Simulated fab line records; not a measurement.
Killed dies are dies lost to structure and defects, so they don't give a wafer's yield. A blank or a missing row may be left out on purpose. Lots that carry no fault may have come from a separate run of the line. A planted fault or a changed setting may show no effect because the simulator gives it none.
Check for tools in common || flow berkeley_cmos170 || Lots sampled 14, wafers sampled 42

## REASON IT WAS OPENED
UCB170_PVT_OVL_MEAS_06, reading PVT_OVL: flagged on 2 of 14 lots. Wafers without a fault read 1 nm, standard deviation 5.3.
Rule: a lot is flagged when every wafer of it that has a number lies more than 4 standard deviations from that mean, or none has a number. The other lots count as sound.

{"lot": "L554", "measured": "day 6 13:24", "on": "overlay-02", "PVT_OVL (nm), wafer by wafer": "7 1 4", "flag": ""}
{"lot": "L555", "measured": "day 6 23:07", "on": "overlay-02", "PVT_OVL (nm), wafer by wafer": "-1 -4 -5", "flag": ""}
{"lot": "L557", "measured": "day 6 23:16", "on": "overlay-02", "PVT_OVL (nm), wafer by wafer": "2 2 -3", "flag": ""}
{"lot": "L558", "measured": "day 7 09:11", "on": "overlay-02", "PVT_OVL (nm), wafer by wafer": "-2 -3 -8", "flag": ""}
{"lot": "L560", "measured": "day 8 04:49", "on": "overlay-01", "PVT_OVL (nm), wafer by wafer": "-4 2 -8", "flag": ""}
{"lot": "L562", "measured": "day 8 05:04", "on": "overlay-02", "PVT_OVL (nm), wafer by wafer": "11 2 10", "flag": ""}
{"lot": "L559", "measured": "day 8 05:11", "on": "overlay-02", "PVT_OVL (nm), wafer by wafer": "-4 2 -5", "flag": ""}
{"lot": "L561", "measured": "day 8 05:29", "on": "overlay-01", "PVT_OVL (nm), wafer by wafer": "8 6 0", "flag": ""}
{"lot": "L563", "measured": "day 8 21:26", "on": "overlay-02", "PVT_OVL (nm), wafer by wafer": "-2 1 -2", "flag": ""}
{"lot": "L566", "measured": "day 9 13:35", "on": "overlay-01", "PVT_OVL (nm), wafer by wafer": "8 14 7", "flag": ""}
{"lot": "L568", "measured": "day 9 22:46", "on": "overlay-01", "PVT_OVL (nm), wafer by wafer": "2 8 1", "flag": ""}
{"lot": "L569", "measured": "day 10 15:47", "on": "overlay-01", "PVT_OVL (nm), wafer by wafer": "479 481 484", "flag": "FLAGGED"}
{"lot": "L572", "measured": "day 11 00:10", "on": "overlay-01", "PVT_OVL (nm), wafer by wafer": "0 -2 1", "flag": ""}
{"lot": "L570", "measured": "day 11 00:27", "on": "overlay-01", "PVT_OVL (nm), wafer by wafer": "481 482 473", "flag": "FLAGGED"}
Average over the flagged lots: 480 nm; offset from the usual +479 nm, equal to +90 standard deviations.

## EACH LOT AND THE TOOL IT RAN ON
The record holds 1 process step before the reading, out of a route of 331 steps. Every cell lists first the tool, next ch and the chambers used by the sampled wafers, and last the start.
{"lot": "L554", "flag": "", "UCB170_PVT_EXPOSE_03": "krf_scanner-02 ch 0, day 6 12:50"}
{"lot": "L555", "flag": "", "UCB170_PVT_EXPOSE_03": "krf_scanner-02 ch 0, day 6 22:25"}
{"lot": "L557", "flag": "", "UCB170_PVT_EXPOSE_03": "krf_scanner-02 ch 0, day 6 22:41"}
{"lot": "L558", "flag": "", "UCB170_PVT_EXPOSE_03": "krf_scanner-01 ch 0, day 7 08:49"}
{"lot": "L560", "flag": "", "UCB170_PVT_EXPOSE_03": "krf_scanner-01 ch 0, day 8 04:19"}
{"lot": "L562", "flag": "", "UCB170_PVT_EXPOSE_03": "krf_scanner-02 ch 0, day 8 04:32"}
{"lot": "L559", "flag": "", "UCB170_PVT_EXPOSE_03": "krf_scanner-01 ch 0, day 8 04:48"}
{"lot": "L561", "flag": "", "UCB170_PVT_EXPOSE_03": "krf_scanner-02 ch 0, day 8 05:05"}
{"lot": "L563", "flag": "", "UCB170_PVT_EXPOSE_03": "krf_scanner-02 ch 0, day 8 21:03"}
{"lot": "L566", "flag": "", "UCB170_PVT_EXPOSE_03": "krf_scanner-02 ch 0, day 9 13:13"}
{"lot": "L568", "flag": "", "UCB170_PVT_EXPOSE_03": "krf_scanner-02 ch 0, day 9 22:05"}
{"lot": "L569", "flag": "FLAGGED", "UCB170_PVT_EXPOSE_03": "krf_scanner-02 ch 0, day 10 15:26"}
{"lot": "L572", "flag": "", "UCB170_PVT_EXPOSE_03": "krf_scanner-01 ch 0, day 10 23:48"}
{"lot": "L570", "flag": "FLAGGED", "UCB170_PVT_EXPOSE_03": "krf_scanner-02 ch 0, day 11 00:02"}
These steps, and what they do:
- UCB170_PVT_EXPOSE_03: exposes mask NWELL, target cd 3000 nm.
- UCB170_PVT_OVL_MEAS_06

## FLAGGED OVER TOTAL, TOOL BY TOOL (the gauges that took the reading come last)
{"step": "UCB170_PVT_EXPOSE_03", "tool": "krf_scanner-01", "lots run": 4, "flagged": 0, "share of the flagged lots": "none", "sound lots run after its first flagged lot": "-"}
{"step": "UCB170_PVT_EXPOSE_03", "tool": "krf_scanner-02", "lots run": 10, "flagged": 2, "share of the flagged lots": "all", "sound lots run after its first flagged lot": 0}
{"step": "UCB170_PVT_OVL_MEAS_06", "tool": "overlay-01", "lots run": 7, "flagged": 2, "share of the flagged lots": "all", "sound lots run after its first flagged lot": "1 (L572)"}
{"step": "UCB170_PVT_OVL_MEAS_06", "tool": "overlay-02", "lots run": 7, "flagged": 0, "share of the flagged lots": "none", "sound lots run after its first flagged lot": "-"}

## WHAT IS ALLOWED BY THE TABLE
2 rows of the table ran every flagged lot: krf_scanner-02 at UCB170_PVT_EXPOSE_03, overlay-01 at UCB170_PVT_OVL_MEAS_06.
- krf_scanner-02 at UCB170_PVT_EXPOSE_03: 2 of its 10 lots flagged. It ran its last sound lot, L568, at day 9 22:05 and its first flagged lot, L569, at day 10 15:26: a fault with its onset between the two fits.
- overlay-01 at UCB170_PVT_OVL_MEAS_06: 2 of its 7 lots flagged. Lots that were sound ran on it after the first flagged one (L572); a persistent fault on the entire tool would not allow that.
What remains is a single tool, krf_scanner-02 at UCB170_PVT_EXPOSE_03.

## WHAT HAD BEEN PUT IN BY THE SIMULATOR
Scanner matching overlay: krf_scanner-02, from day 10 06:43 on, at UCB170_PVT_EXPOSE_03. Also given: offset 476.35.
Shown lots that were struck: L569, L570. The rule given above showed the same thing.
